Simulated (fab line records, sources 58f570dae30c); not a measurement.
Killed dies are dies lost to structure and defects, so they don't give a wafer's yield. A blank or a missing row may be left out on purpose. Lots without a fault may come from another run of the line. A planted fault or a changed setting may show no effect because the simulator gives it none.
Which tool did it? | flow berkeley_cmos170 | 15 lots, 45 wafers sampled, at 3 steps of a route of 331

WHAT THE GAUGES READ, wafer by wafer
UCB170_PWELL_THK_MEAS_06. Usual: PWELL_NITRIDE_THK 219.9 nm, standard deviation 1.9.
lot  | measured    | on            | PWELL_NITRIDE_THK (nm) | flag
L396 | day 3 08:31 | film_metro-04 | 218.1 217.4 218.4      |
L397 | day 3 18:55 | film_metro-03 | 216.2 215.8 217.0      |
L398 | day 3 18:56 | film_metro-04 | 218.1 219.0 217.2      |
L400 | day 4 04:43 | film_metro-03 | 218.1 219.2 218.6      |
L399 | day 4 04:43 | film_metro-04 | 217.9 218.9 218.4      |
L401 | day 4 13:42 | film_metro-03 | 219.5 219.6 219.1      |
L402 | day 4 13:42 | film_metro-04 | 220.6 219.6 220.1      |
L403 | day 4 23:49 | film_metro-01 | 221.3 221.3 221.8      |
L404 | day 4 23:49 | film_metro-03 | 221.7 223.3 221.9      |
L406 | day 5 09:19 | film_metro-03 | 218.0 218.1 218.1      |
L414 | day 6 23:49 | film_metro-01 | 219.9 219.2 218.3      |
L416 | day 7 05:49 | film_metro-04 | 222.5 221.0 222.6      |
L418 | day 7 17:35 | film_metro-03 | 220.2 219.3 220.6      |
L417 | day 7 17:37 | film_metro-03 | 221.7 220.3 221.8      |
L419 | day 8 06:43 | film_metro-01 | 218.3 217.8 217.6      |

UCB170_M2_CD_MEAS_15: target cd 700 nm. Usual: cd_nm 699.9 nm, standard deviation 1.4.
lot  | measured     | on        | cd_nm (nm)        | flag
L396 | day 8 14:56  | cd_sem-01 | 702.3 700.6 700.9 |
L397 | day 9 00:37  | cd_sem-01 | 700.7 701.5 701.1 |
L398 | day 8 21:59  | cd_sem-01 | 700.2 701.7 701.8 |
L400 | day 9 15:55  | cd_sem-01 | 699.3 698.4 698.6 |
L399 | day 9 12:09  | cd_sem-01 | 698.3 699.3 699.7 |
L401 | day 10 05:58 | cd_sem-01 | 701.4 702.3 701.2 |
L402 | day 10 05:37 | cd_sem-02 | 701.3 702.7 701.2 |
L403 | day 10 06:12 | cd_sem-01 | 697.4 697.8 696.9 |
L404 | day 10 04:24 | cd_sem-02 | 699.2 700.3 699.4 |
L406 | day 11 01:00 | cd_sem-01 | 698.4 698.4 697.9 |
L414 | day 13 17:58 | cd_sem-01 | 700.0 701.0 700.3 |
L416 | day 13 19:04 | cd_sem-02 | 698.2 699.4 698.7 |
L418 | day 14 17:26 | cd_sem-01 | 698.9 700.9 700.4 |
L417 | day 14 16:41 | cd_sem-01 | 697.9 696.7 697.3 |
L419 | day 15 05:55 | cd_sem-02 | 698.4 697.6 698.4 |

WHICH TOOL RAN EACH LOT (tool, then ch and the chambers of the sampled wafers, then the start)
lot  | UCB170_SILICIDE_RTA_04
L396 | rtp_anneal-02 ch 0, day 7 23:41
L397 | rtp_anneal-01 ch 0, day 8 09:44
L398 | rtp_anneal-02 ch 0, day 8 09:00
L400 | rtp_anneal-01 ch 0, day 8 22:35
L399 | rtp_anneal-02 ch 0, day 8 22:05
L401 | rtp_anneal-02 ch 0, day 9 15:21
L402 | rtp_anneal-01 ch 0, day 9 15:21
L403 | rtp_anneal-01 ch 0, day 9 12:43
L404 | rtp_anneal-01 ch 0, day 9 15:29
L406 | rtp_anneal-01 ch 0, day 10 10:38
L414 | rtp_anneal-02 ch 0, day 12 07:28
L416 | rtp_anneal-02 ch 0, day 12 09:30
L418 | rtp_anneal-01 ch 0, day 14 01:14
L417 | rtp_anneal-02 ch 0, day 14 00:43
L419 | rtp_anneal-01 ch 0, day 14 09:28
- UCB170_SILICIDE_RTA_04: time 15 s.

WHAT THE TOOLS THEMSELVES READ (means of the sampled wafers that have a number; where no wafer has one, the mark that the record gives instead)
UCB170_SILICIDE_RTA_04. Usual: chamber_o2_ppm 1.999, standard deviation 0.024; lamp_power_pct 11.0 %, standard deviation 0.74; wafer_temp_C_max 652.6, standard deviation 0.66.
lot  | tool          | chamber_o2_ppm | lamp_power_pct (%) | wafer_temp_C_max | flag
L396 | rtp_anneal-02 | 1.991          | 10.2               | 652.1            |
L397 | rtp_anneal-01 | 1.986          | 11.7               | 653.3            |
L398 | rtp_anneal-02 | 2.000          | 10.2               | 652.5            |
L400 | rtp_anneal-01 | 1.977          | 11.7               | 652.6            |
L399 | rtp_anneal-02 | 2.004          | 10.2               | 651.8            |
L401 | rtp_anneal-02 | 2.035          | 10.2               | 652.7            |
L402 | rtp_anneal-01 | 61.987         | 11.7               | 652.4            | OFF
L403 | rtp_anneal-01 | 2.032          | 11.7               | 652.9            |
L404 | rtp_anneal-01 | 62.031         | 11.7               | 653.7            | OFF
L406 | rtp_anneal-01 | 61.993         | 11.7               | 653.0            | OFF
L414 | rtp_anneal-02 | 2.007          | 10.2               | 652.1            |
L416 | rtp_anneal-02 | 1.999          | 10.2               | 652.3            |
L418 | rtp_anneal-01 | 1.991          | 11.7               | 653.3            |
L417 | rtp_anneal-02 | 2.000          | 10.2               | 652.1            |
L419 | rtp_anneal-01 | 1.971          | 11.7               | 652.1            |

THE ANSWER, worked out from the rows above alone
Rule: a lot is off if the mean of its wafers that have a number lies more than 3 standard deviations from the usual mean. A lot without any number at a reading at which 4 lots or more have one is off too. The other lots that the step has rows for count as sound. The gauges are gone through in route order, then the tools' own readings, and for those a lot's mean is taken as printed above. The first step at which some lot is off is used, and at that step the reading that is off furthest; a lot without a number counts as furthest.
Off: L402, L404, L406, at UCB170_SILICIDE_RTA_04 (chamber_o2_ppm).
A tool fits if, at that step or a process step before it, it ran every lot that is off, and no sound lot after the first of them. None of those tried fits.

WHAT THE SIMULATOR HAD PUT IN
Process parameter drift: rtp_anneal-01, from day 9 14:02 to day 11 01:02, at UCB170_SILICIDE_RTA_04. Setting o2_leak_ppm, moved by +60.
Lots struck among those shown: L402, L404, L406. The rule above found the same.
